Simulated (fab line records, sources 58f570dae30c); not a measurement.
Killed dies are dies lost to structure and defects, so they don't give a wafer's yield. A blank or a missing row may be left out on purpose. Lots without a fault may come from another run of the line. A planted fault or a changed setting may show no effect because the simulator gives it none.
Split-lot experiment | flow berkeley_cmos170 | 5 lots, 23 wafers read, on a route of 331 steps

THE SPLIT
At UCB170_M3_PEB_13, the setting peb_temp_c was moved away from the recipe's 130 C on 7 of the 23 wafers read, by -2.8% to +2.7%. The other wafers ran this setting at the recipe's value.

FROM THE SPLIT TO THE READING: what the file shows between them, 5 steps
- UCB170_M3_DEVELOP_14: develop time 45 s
- UCB170_M3_CD_MEAS_15: target cd 700 nm
- UCB170_M3_ETCH_17: etches BARC in N2/H2
- UCB170_M3_METAL_ETCH_18: etches Al in Cl2/BCl3, stops on SiO2, target depth 1170 nm, time 195 s
- UCB170_M3_STRIP_19: strips in O2

THE READING
cd_nm, in nm, at UCB170_M3_CD_MEAS_90 (target cd 700 nm). Fault-free wafers of this fab line usually give 702 nm, standard deviation 3.4 nm.

wafer  | tool, chamber at the split | peb_temp_c as run, C | against the recipe | cd_nm, nm | against lot-mates on the recipe
L076.1 | litho_track-03, 0          | 130                  | recipe             | 707       | -
L076.2 | litho_track-03, 0          | 130                  | recipe             | 695       | -
L076.4 | litho_track-03, 0          | 130                  | recipe             | 703       | -
L076.5 | litho_track-03, 0          | 130                  | recipe             | 706       | -
L076.6 | litho_track-03, 0          | 130                  | recipe             | 699       | -
L074.2 | litho_track-04, 0          | 130                  | recipe             | 700       | -
L074.3 | litho_track-04, 0          | 130                  | recipe             | 700       | -
L074.5 | litho_track-04, 0          | 130                  | recipe             | 698       | -
L081.2 | litho_track-03, 0          | 126.4                | -2.8%              | 726       | +25
L081.3 | litho_track-03, 0          | 126.4                | -2.8%              | 727       | +26
L081.4 | litho_track-03, 0          | 130                  | recipe             | 702       | -
L081.5 | litho_track-03, 0          | 130                  | recipe             | 699       | -
L081.6 | litho_track-03, 0          | 130                  | recipe             | 701       | -
L080.1 | litho_track-03, 0          | 130                  | recipe             | 705       | -
L080.3 | litho_track-03, 0          | 133.5                | +2.7%              | 678       | -26
L080.4 | litho_track-03, 0          | 130                  | recipe             | 704       | -
L080.5 | litho_track-03, 0          | 133.5                | +2.7%              | 678       | -26
L080.6 | litho_track-03, 0          | 133.5                | +2.7%              | 687       | -18
L083.1 | litho_track-04, 0          | 130                  | recipe             | 701       | -
L083.2 | litho_track-04, 0          | 130                  | recipe             | 711       | -
L083.3 | litho_track-04, 0          | 130                  | recipe             | 702       | -
L083.5 | litho_track-04, 0          | 127.8                | -1.7%              | 719       | +14
L083.6 | litho_track-04, 0          | 127.8                | -1.7%              | 728       | +23

THE FIT
A straight line over all 23 wafers: cd_nm changes by -8.81 nm for each +1% of peb_temp_c; r = -0.94; the points scatter about the line by 4.4 nm.
The same after taking each lot's own level away (the mean of its wafers on the recipe; 23 wafers): -9.26 nm for each +1%; r = -0.96; scatter 3.7 nm.
On that fit, the largest move of peb_temp_c shifts the reading by 26 nm.
The lots' own levels span 699.3 to 704.7 nm, that is 1.6 times the standard deviation above.
So the lot-to-lot level changes the slope little: the two slopes agree.
Check: with one of the wafers moved furthest among these (-2.8%) left out of the fit, the line predicts +26.3 nm for it against its lot-mates. It came out at +25.3 nm against them.

OTHER SPLITS ON THESE WAFERS
These wafers also went through other splits before the reading. Each is held against what the fit with the lots' levels taken away leaves over:
other split on the same wafers | wafers away from the commonest value | r with cd_nm (lot level and that fit taken away)
UCB170_M3_SPUTTER_01 power_w   | 9                                    | -0.17

THE WHOLE CHAIN: every reading that the file lists as answering this split, in the file's order
step                 | what it does         | reading                                                   | change (the file's fit)              | r (the file's)
UCB170_M3_CD_MEAS_15 | target cd 700 nm     | cd_nm                                                     | -8.92 nm for each +1% of the setting | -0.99
UCB170_M3_ETCH_17    | etches BARC in N2/H2 | M3.cd_nm (the simulator's own value, which no gauge read) | -8.92 nm for each +1% of the setting | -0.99
UCB170_M3_CD_MEAS_90 | target cd 700 nm     | cd_nm                                                     | -9.42 nm for each +1% of the setting | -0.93

THE FILE'S OWN FIT
cd_nm changes by -9.42 nm for each +1% of peb_temp_c, r = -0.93.
